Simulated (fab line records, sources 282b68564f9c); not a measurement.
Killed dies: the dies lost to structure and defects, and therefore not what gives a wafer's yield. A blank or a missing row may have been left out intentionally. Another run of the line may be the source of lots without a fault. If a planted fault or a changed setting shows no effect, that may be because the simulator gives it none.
fab line records	flow rit-cmos
[record] lots = 15	wafers = 45	last-day = 7
route steps=202 shown NWELL@37 PWELL@48 NRETRO@63 GATE@87
lots that met no fault: taken from a fault-free run of the same line
start-h: start of the lot's first displayed wafer, in hours after the record's first day	wait-h: how many hours have passed since the lot's step before this one	" as in the row above	L1.1+2: several wafers, shown together as one row	- no value present, or no start provided	* or withheld: withheld	< > ~ a bound
route shown NAME@n: NAME is a module with steps in the file, n the number in the route of the first one	usual: mean/standard deviation of fault-free wafers	same: alike in all rows	chamber/n: place in a boat	sites: readings site by site	_std_site: their standard deviation	_edge_site: the outer-site mean with the inner-site mean subtracted	radius-mm: how far each site lies from the wafer's centre	mask NAME#n: copy n	behind: the tool/chamber that last shaped the wafer	hold: the reason the lot was held/the length of the hold in hours/how it ended	device: the n, p or np transistor that did not switch	end of line: tests of these same wafers at the route's end	a step given without rows: its recipe and nothing more	killed: at the first sort, the dies lost to defects and structure; wafer yield is something else	map: a wafer's dies, x killed, . not, _ none there
set.NAME: the setting that was run; set.NAME@STEP: the one run at that earlier step	model.NAME: the simulator's own value behind a step, which no gauge read
one table for each step of the route and one row for each wafer, over a sample of lots
services: the hour from which a tool's chamber was out of use, counted from the record's first day as start-h (under 0 if before that day), plus the number of hours and why
[[steps]]
[step RIT_NWELL_STRIP_09]
[recipe] chemistry = O2	time-s = 180	resist = NOVOLAK	platen-temp-c = withheld	power-w = 500	pressure-mtorr = 4000	o2-flow-sccm = 4000
[usual] drypump-motor-current-A = 5.5/0.52
lot.wafer	tool	chamber	start-h	wait-h	drypump-motor-current-A	rf-hours-counter-h
L204.1	plasma-asher-01	1	22.11	0.1	4.8	38
L204.4	"	1	"	"	4.8	-
L204.5	"	1	"	"	4.8	-
L205.1	plasma-asher-04	1	26.48	0.1	5.6	24
L205.2	"	0	"	"	5.2	24
L205.5	"	1	"	"	5.5	-
L206.3	plasma-asher-01	1	30.90	0.1	4.8	-
L206.4	"	0	"	"	6.2	-
L206.6	"	0	"	"	6.1	-
L207.1	plasma-asher-01	0	35.74	0.1	6.1	40
L207.3	"	0	"	"	6.1	-
L207.4	"	1	"	"	4.8	-
L209.1	plasma-asher-01	0	45.68	0.1	6.2	41
L209.2	"	1	"	"	4.8	41
L209.5	"	1	"	"	4.8	-
L216.2	plasma-asher-04	0	83.02	0.1	5.2	30
L216.4	"	1	"	"	5.5	-
L216.5	"	0	"	"	5.2	-
L217.2	plasma-asher-01	1	87.11	0.1	4.8	45
L217.3	"	0	"	"	6.2	-
L217.6	"	0	"	"	6.1	-
L219.2	plasma-asher-03	1	97.22	0.1	5.8	45
L219.3	"	0	"	"	5.7	-
L219.5	"	1	"	"	5.7	-
L220.2	plasma-asher-01	1	100.84	0.1	4.8	47
L220.3	"	0	"	"	6.2	-
L220.6	"	1	"	"	4.8	-
L222.1	plasma-asher-03	1	111.11	0.1	5.7	47
L222.3	"	0	"	"	5.7	-
L222.6	"	0	"	"	5.7	-
L223.1	plasma-asher-04	1	115.56	0.1	5.6	34
L223.2	"	0	"	"	5.2	34
L223.4	"	0	"	"	5.2	-
L224.1	plasma-asher-04	0	121.23	0.1	5.2	35
L224.4	"	1	"	"	5.5	-
L224.6	"	0	"	"	5.2	-
L225.1	plasma-asher-01	1	125.74	0.1	4.8	49
L225.2	"	0	"	"	6.2	49
L225.5	"	0	"	"	6.2	-
L226.1	plasma-asher-03	1	131.50	0.1	5.7	50
L226.4	"	1	"	"	5.8	-
L226.6	"	0	"	"	5.7	-
L227.2	plasma-asher-01	1	135.94	0.1	4.8	50
L227.4	"	0	"	"	6.2	-
L227.6	"	0	"	"	6.2	-
[step RIT_PWELL_STRIP_09]
[recipe] chemistry = O2	time-s = 180	resist = NOVOLAK	platen-temp-c = withheld	power-w = 484.6	pressure-mtorr = 4000	o2-flow-sccm = 4000
[usual] drypump-motor-current-A = 5.5/0.39
lot.wafer	tool	chamber	start-h	wait-h	drypump-motor-current-A	rf-hours-counter-h
L204.1	plasma-asher-01	0	23.79	0.1	6.2	39
L204.4	"	1	"	"	4.8	-
L204.5	"	0	"	"	6.2	-
L205.1	plasma-asher-04	0	28.03	0.1	5.2	24
L205.2	"	1	"	"	5.6	24
L205.5	"	0	"	"	5.2	-
L206.3	plasma-asher-01	1	32.77	0.1	4.8	-
L206.4	"	0	"	"	6.2	-
L206.6	"	1	"	"	4.8	-
L207.1	plasma-asher-01	1	37.29	0.1	4.8	40
L207.3	"	0	"	"	6.2	-
L207.4	"	1	"	"	4.8	-
L209.1	plasma-asher-04	1	47.36	0.1	5.5	26
L209.2	"	0	"	"	5.2	26
L209.5	"	0	"	"	5.2	-
L216.2	plasma-asher-04	1	84.57	0.1	5.6	30
L216.4	"	0	"	"	5.2	-
L216.5	"	0	"	"	5.2	-
L217.2	plasma-asher-04	0	88.79	0.1	5.2	30
L217.3	"	1	"	"	5.6	-
L217.6	"	1	"	"	5.6	-
L219.2	plasma-asher-02	1	98.90	0.1	5.4	44
L219.3	"	0	"	"	5.7	-
L219.5	"	0	"	"	5.7	-
L220.2	plasma-asher-02	0	102.45	0.1	5.8	45
L220.3	"	0	"	"	5.8	-
L220.6	"	1	"	"	5.4	-
L222.1	plasma-asher-01	1	112.79	0.1	4.8	48
L222.3	"	1	"	"	4.8	-
L222.6	"	1	"	"	4.8	-
L223.1	plasma-asher-04	0	117.36	0.2	5.2	34
L223.2	"	1	"	"	5.6	34
L223.4	"	0	"	"	5.2	-
L224.1	plasma-asher-04	0	122.78	0.1	5.2	35
L224.4	"	1	"	"	5.6	-
L224.6	"	1	"	"	5.5	-
L225.1	plasma-asher-02	0	127.42	0.1	5.7	1
L225.2	"	1	"	"	5.4	1
L225.5	"	0	"	"	5.7	-
L226.1	plasma-asher-01	1	133.18	0.1	4.8	50
L226.4	"	0	"	"	6.1	-
L226.6	"	1	"	"	4.8	-
L227.2	plasma-asher-02	1	137.65	0.1	5.4	2
L227.4	"	1	"	"	5.4	-
L227.6	"	1	"	"	5.4	-
[step RIT_NRETRO_TW_MEAS_10]
[usual] NRETRO_TW = 1056/18
lot.wafer	tool	chamber	start-h	wait-h	NRETRO_TW
L204.1	film-metro-03	-	30.96	0.1	1084
L204.4	"	-	"	"	1087
L204.5	"	-	"	"	1078
L205.1	film-metro-02	-	35.26	0.1	1056
L205.2	"	-	"	"	1058
L205.5	"	-	"	"	1057
L206.3	film-metro-01	-	39.79	0.1	1033
L206.4	"	-	"	"	1030
L206.6	"	-	"	"	1027
L207.1	film-metro-03	-	44.97	0.1	1075
L207.3	"	-	"	"	1080
L207.4	"	-	"	"	1082
L209.1	film-metro-02	-	55.11	0.1	1047
L209.2	"	-	"	"	1040
L209.5	"	-	"	"	1044
L216.2	film-metro-03	-	91.91	0.1	1073
L216.4	"	-	"	"	1070
L216.5	"	-	"	"	1068
L217.2	film-metro-03	-	95.98	0.1	1070
L217.3	"	-	"	"	1067
L217.6	"	-	"	"	1067
L219.2	film-metro-02	-	105.99	0.1	1056
L219.3	"	-	"	"	1057
L219.5	"	-	"	"	1046
L220.2	film-metro-03	-	109.52	0.1	1082
L220.3	"	-	"	"	1084
L220.6	"	-	"	"	1077
L222.1	film-metro-01	-	120.12	0.1	1035
L222.3	"	-	"	"	1035
L222.6	"	-	"	"	1034
L223.1	film-metro-02	-	124.61	0.1	1054
L223.2	"	-	"	"	1061
L223.4	"	-	"	"	1052
L224.1	film-metro-03	-	129.83	0.1	1079
L224.4	"	-	"	"	1079
L224.6	"	-	"	"	1082
L225.1	film-metro-02	-	135.04	0.1	1057
L225.2	"	-	"	"	1050
L225.5	"	-	"	"	1056
L226.1	film-metro-01	-	140.23	0.1	1033
L226.4	"	-	"	"	1035
L226.6	"	-	"	"	1027
L227.2	film-metro-01	-	145.19	0.1	1030
L227.4	"	-	"	"	1032
L227.6	"	-	"	"	1031
[step RIT_GATE_COAT_11]
[recipe] resist = NOVOLAK	spin-rpm = 4250	resist-thk-nm = 850
[usual] chill-plate-temp-C = 23.00/0.097
lot.wafer	tool	chamber	start-h	wait-h	chill-plate-temp-C
L204.1	litho-track-04	0	36.82	0.1	23.18
L204.4	"	0	"	"	23.08
L204.5	"	0	"	"	23.08
L205.1	litho-track-04	0	40.72	0.1	22.97
L205.2	"	0	"	"	22.75
L205.5	"	0	"	"	22.85
L206.3	litho-track-04	0	45.28	0.1	22.89
L206.4	"	0	"	"	23.00
L206.6	"	0	"	"	22.98
L207.1	litho-track-04	0	51.18	0.1	22.74
L207.3	"	0	"	"	22.98
L207.4	"	0	"	"	22.89
L209.1	litho-track-04	0	61.64	0.1	23.09
L209.2	"	0	"	"	23.06
L209.5	"	0	"	"	22.98
L216.2	litho-track-02	0	97.22	0.1	23.03
L216.4	"	0	"	"	22.89
L216.5	"	0	"	"	22.92
L217.2	litho-track-01	0	101.49	0.1	22.85
L217.3	"	0	"	"	22.95
L217.6	"	0	"	"	23.01
L219.2	litho-track-02	0	111.35	0.1	22.94
L219.3	"	0	"	"	23.05
L219.5	"	0	"	"	23.00
L220.2	litho-track-01	0	115.38	0.1	23.04
L220.3	"	0	"	"	22.97
L220.6	"	0	"	"	23.07
L222.1	litho-track-01	0	125.42	0.1	23.00
L222.3	"	0	"	"	23.03
L222.6	"	0	"	"	22.89
L223.1	litho-track-02	0	130.39	0.1	22.95
L223.2	"	0	"	"	22.99
L223.4	"	0	"	"	22.96
L224.1	litho-track-01	0	135.36	0.1	22.95
L224.4	"	0	"	"	22.90
L224.6	"	0	"	"	22.86
L225.1	litho-track-04	0	141.87	0.1	23.18
L225.2	"	0	"	"	23.14
L225.5	"	0	"	"	23.26
L226.1	litho-track-04	0	145.57	0.1	23.00
L226.4	"	0	"	"	22.93
L226.6	"	0	"	"	22.95
L227.2	litho-track-02	0	150.59	0.1	22.97
L227.4	"	0	"	"	23.02
L227.6	"	0	"	"	23.08
[step RIT_GATE_CD_MEAS_16]
[recipe] target-cd-nm = 150
[usual] cd-nm = 148.9/2.4
lot.wafer	tool	chamber	start-h	wait-h	cd-nm
L204.1	cd-sem-02	-	37.69	-	152.3
L204.4	"	-	"	"	152.9
L204.5	"	-	"	"	152.1
L205.1	cd-sem-02	-	44.59	-	149.2
L205.2	"	-	"	"	147.6
L205.5	"	-	"	"	148.1
L206.3	cd-sem-02	-	46.09	-	62.3
L206.4	"	-	"	"	63.1
L206.6	"	-	"	"	62.9
L207.1	cd-sem-01	-	51.91	-	79.2
L207.3	"	-	"	"	79.3
L207.4	"	-	"	"	77.8
L209.1	cd-sem-01	-	62.46	-	91.4
L209.2	"	-	"	"	94.9
L209.5	"	-	"	"	94.0
L216.2	cd-sem-01	-	97.92	-	147.3
L216.4	"	-	"	"	146.1
L216.5	"	-	"	"	148.0
L217.2	cd-sem-02	-	102.31	-	147.5
L217.3	"	-	"	"	148.5
L217.6	"	-	"	"	146.2
L219.2	cd-sem-01	-	112.07	-	145.1
L219.3	"	-	"	"	144.8
L219.5	"	-	"	"	145.4
L220.2	cd-sem-02	-	116.08	-	150.2
L220.3	"	-	"	"	147.0
L220.6	"	-	"	"	147.2
L222.1	cd-sem-02	-	126.12	-	147.1
L222.3	"	-	"	"	147.0
L222.6	"	-	"	"	145.9
L223.1	cd-sem-01	-	131.11	-	147.8
L223.2	"	-	"	"	148.4
L223.4	"	-	"	"	149.9
L224.1	cd-sem-02	-	136.06	-	148.2
L224.4	"	-	"	"	148.4
L224.6	"	-	"	"	146.8
L225.1	cd-sem-02	-	142.57	-	147.1
L225.2	"	-	"	"	145.1
L225.5	"	-	"	"	148.2
L226.1	cd-sem-01	-	146.27	-	152.6
L226.4	"	-	"	"	151.3
L226.6	"	-	"	"	154.2
L227.2	cd-sem-02	-	151.28	-	149.4
L227.4	"	-	"	"	150.4
L227.6	"	-	"	"	149.3
[[services]]
tool	chamber	start-h	hours	kind
plasma-asher-03	-	61.16	2.7	repair
plasma-asher-02	-	70.02	8.1	repair
plasma-asher-01	-	74.99	3.2	repair
plasma-asher-01	-	90.39	5.1	repair
plasma-asher-02	-	108.75	9.0	pm
plasma-asher-02	0	108.75	9.0	vent-cycle
plasma-asher-02	1	108.75	9.0	vent-cycle
plasma-asher-01	-	115.79	4.3	repair
plasma-asher-02	0	117.75	-	clean
plasma-asher-02	1	117.75	-	clean
[[key]]
[first-sign] step = RIT_GATE_CD_MEAS_16	reading = cd-nm	direction = down	sigmas = 29	usual = 148.9	struck = 78.3	through = control-loop
effect none on later readings
met-at RIT_GATE_COAT_11
struck-lots L206,L207,L209
later-rows-left-out L206.3,L206.4,L206.6,L207.1,L207.3,L207.4,L209.1,L209.2,L209.5
sort-left-out L206.3,L206.4,L206.6,L207.1,L207.3,L207.4,L209.1,L209.2,L209.5
tester-left-out L206,L207,L209
[loop-trim] step = RIT_GATE_EXPOSE_13	setting = dose	lots = L207,L209
not-acting-at RIT_NWELL_STRIP_09,RIT_PWELL_STRIP_09,RIT_NRETRO_TW_MEAS_10
onset-between 40.72 45.28
[fault] kind = process-parameter-drift	tool = litho-track-04	chamber = -	onset-h = 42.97	steps = RIT_GATE_COAT_11	channel = resist-thk-nm	offset = -382.5	shape = step	end-h = 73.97	acts-in = these-recipes-only	stated = 850
// tester-left-out: of these lots the tester's yield and bins aren't shown, on N5 and GAA mostly nor the transistor test; their killed dies are dies lost to structure and defects alone, not to doping, threshold or leakage, so they don't give the yield
// sort-left-out: the simulated sort isn't trusted on such a fault, so these wafers' sort isn't shown, and their yield isn't known
// later-rows-left-out: the simulator's readings of these wafers behind a module that went badly wrong aren't trusted and aren't shown, but for the sort
// loop-trim: a control loop set the setting to another value than it would have without faults
